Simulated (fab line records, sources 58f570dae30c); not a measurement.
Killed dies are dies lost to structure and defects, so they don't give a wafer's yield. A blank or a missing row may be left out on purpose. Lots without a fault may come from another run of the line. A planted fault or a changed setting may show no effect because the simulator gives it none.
Which tool did it? | flow berkeley_cmos170 | 15 lots, 45 wafers sampled, at 4 steps of a route of 331

WHAT THE GAUGES READ, wafer by wafer
UCB170_V1_BOW_MEAS_03. Usual: V1_BOW 18 um, standard deviation 6.8.
lot  | measured     | on            | V1_BOW (um) | flag
L163 | day 8 04:37  | film_metro-04 | 15 8 33     |
L164 | day 8 14:11  | film_metro-02 | 9 18 17     |
L168 | day 9 04:34  | film_metro-02 | 26 16 9     |
L172 | day 10 09:04 | film_metro-04 | 33 14 17    |
L173 | day 10 07:45 | film_metro-02 | 9 20 18     |
L174 | day 10 09:24 | film_metro-02 | 7 18 20     |
L175 | day 10 09:04 | film_metro-02 | 21 15 31    |
L176 | day 11 10:55 | film_metro-03 | 26 17 7     |
L178 | day 11 09:36 | film_metro-04 | 12 15 7     |
L177 | day 11 12:15 | film_metro-04 | 12 26 30    |
L181 | day 11 23:55 | film_metro-02 | 20 20 10    |
L183 | day 13 01:23 | film_metro-02 | 28 22 18    |
L184 | day 13 01:38 | film_metro-04 | 21 18 22    |
L185 | day 12 22:41 | film_metro-03 | 28 24 17    |
L186 | day 13 00:01 | film_metro-02 | 25 27 22    |

UCB170_M2_OVL_MEAS_16. Usual: M2_OVL 6 nm, standard deviation 5.9.
lot  | measured     | on         | M2_OVL (nm) | flag
L163 | day 8 09:40  | overlay-01 | 4 2 -2      |
L164 | day 8 18:22  | overlay-02 | -5 -1 -1    |
L168 | day 9 12:21  | overlay-01 | 8 5 5       |
L172 | day 10 14:16 | overlay-02 | 11 8 14     |
L173 | day 10 13:04 | overlay-02 | -1 -2 2     |
L174 | day 10 15:25 | overlay-02 | 10 16 14    |
L175 | day 10 14:41 | overlay-02 | 5 -1 6      |
L176 | day 11 16:55 | overlay-01 | 0 2 -3      |
L178 | day 11 13:28 | overlay-02 | -1 1 2      |
L177 | day 11 17:15 | overlay-01 | 4 5 7       |
L181 | day 12 04:32 | overlay-01 | 1 1 4       |
L183 | day 13 06:50 | overlay-02 | 1 0 3       |
L184 | day 13 08:01 | overlay-01 | 5 12 6      |
L185 | day 13 03:17 | overlay-01 | 6 6 11      |
L186 | day 13 05:08 | overlay-01 | -6 0 2      |

WHICH TOOL RAN EACH LOT (tool, then ch and the chambers of the sampled wafers, then the start)
lot  | UCB170_NVT_CLEAN_10             | UCB170_CONTACT_RTA_08
L163 | wet_bench-04 ch 1, day 6 06:47  | rtp_anneal-01 ch 0, day 7 18:21
L164 | wet_bench-03 ch 2, day 6 12:52  | rtp_anneal-01 ch 0, day 8 07:19
L168 | wet_bench-03 ch 0, day 7 09:38  | rtp_anneal-01 ch 0, day 8 22:56
L172 | wet_bench-03 ch 0, day 8 05:26  | rtp_anneal-01 ch 0, day 10 00:32
L173 | wet_bench-03 ch 3, day 8 13:50  | rtp_anneal-02 ch 0, day 10 00:32
L174 | wet_bench-03 ch 3, day 8 13:50  | rtp_anneal-01 ch 0, day 10 01:00
L175 | wet_bench-03 ch 2, day 8 13:50  | rtp_anneal-02 ch 0, day 10 00:59
L176 | wet_bench-03 ch 0, day 9 11:31  | rtp_anneal-02 ch 0, day 11 04:49
L178 | wet_bench-01 ch 0, day 9 11:38  | rtp_anneal-01 ch 0, day 11 04:18
L177 | wet_bench-03 ch 0, day 9 11:52  | rtp_anneal-01 ch 0, day 11 06:04
L181 | wet_bench-01 ch 1, day 10 03:37 | rtp_anneal-01 ch 0, day 11 17:05
L183 | wet_bench-03 ch 3, day 11 05:02 | rtp_anneal-01 ch 0, day 12 19:07
L184 | wet_bench-03 ch 0, day 11 05:02 | rtp_anneal-02 ch 0, day 12 18:56
L185 | wet_bench-03 ch 0, day 11 05:02 | rtp_anneal-02 ch 0, day 12 17:09
L186 | wet_bench-03 ch 2, day 11 05:02 | rtp_anneal-01 ch 0, day 12 17:22
- UCB170_NVT_CLEAN_10: cleans in SPM, time 600 s.
- UCB170_CONTACT_RTA_08: time 10 s.

WHAT THE TOOLS THEMSELVES READ (means of the sampled wafers that have a number; where no wafer has one, the mark that the record gives instead)
UCB170_NVT_CLEAN_10. Usual: bath_guard_temp_C 120.3 C, standard deviation 0.53; bath_heat_duty_pct 13.3 %, standard deviation 1.1.
lot  | tool         | bath_guard_temp_C (C) | bath_heat_duty_pct (%) | flag
L163 | wet_bench-04 | 120.5                 | 14.5                   |
L164 | wet_bench-03 | 119.8                 | 12.6                   |
L168 | wet_bench-03 | 120.8                 | 13.8                   |
L172 | wet_bench-03 | -                     | -                      | OFF
L173 | wet_bench-03 | -                     | -                      | OFF
L174 | wet_bench-03 | -                     | -                      | OFF
L175 | wet_bench-03 | 119.8                 | 12.2                   |
L176 | wet_bench-03 | 120.8                 | 14.6                   |
L178 | wet_bench-01 | 119.9                 | 12.7                   |
L177 | wet_bench-03 | 121.0                 | 14.0                   |
L181 | wet_bench-01 | 120.5                 | 12.1                   |
L183 | wet_bench-03 | 119.7                 | 12.9                   |
L184 | wet_bench-03 | 121.0                 | 14.5                   |
L185 | wet_bench-03 | 121.0                 | 14.1                   |
L186 | wet_bench-03 | 120.0                 | 12.1                   |

UCB170_CONTACT_RTA_08. Usual: lamp_power_pct 23.78 %, standard deviation 0.23; wafer_temp_C_max 905.2, standard deviation 1.2.
lot  | tool          | lamp_power_pct (%) | wafer_temp_C_max | flag
L163 | rtp_anneal-01 | 23.58              | 907.4            |
L164 | rtp_anneal-01 | 23.57              | 905.2            |
L168 | rtp_anneal-01 | 23.58              | 907.0            |
L172 | rtp_anneal-01 | 23.56              | 907.0            |
L173 | rtp_anneal-02 | 24.01              | 904.1            |
L174 | rtp_anneal-01 | 23.59              | 905.5            |
L175 | rtp_anneal-02 | 24.01              | 904.3            |
L176 | rtp_anneal-02 | 24.04              | 904.6            |
L178 | rtp_anneal-01 | 23.59              | 906.1            |
L177 | rtp_anneal-01 | 23.56              | 906.6            |
L181 | rtp_anneal-01 | 23.57              | 906.8            |
L183 | rtp_anneal-01 | 23.58              | 905.3            |
L184 | rtp_anneal-02 | 24.04              | 904.5            |
L185 | rtp_anneal-02 | 24.04              | 905.1            |
L186 | rtp_anneal-01 | 23.60              | 905.3            |

THE ANSWER, worked out from the rows above alone
Rule: a lot is off if the mean of its wafers that have a number lies more than 3 standard deviations from the usual mean. A lot without any number at a reading at which 4 lots or more have one is off too. The other lots that the step has rows for count as sound. The gauges are gone through in route order, then the tools' own readings, and for those a lot's mean is taken as printed above. The first step at which some lot is off is used, and at that step the reading that is off furthest; a lot without a number counts as furthest.
Off: L172, L173, L174, at UCB170_NVT_CLEAN_10 (bath_guard_temp_C). Without a number there: L172, L173, L174.
A tool fits if, at that step or a process step before it, it ran every lot that is off, and no sound lot after the first of them. None of those tried fits.

WHAT THE SIMULATOR HAD PUT IN
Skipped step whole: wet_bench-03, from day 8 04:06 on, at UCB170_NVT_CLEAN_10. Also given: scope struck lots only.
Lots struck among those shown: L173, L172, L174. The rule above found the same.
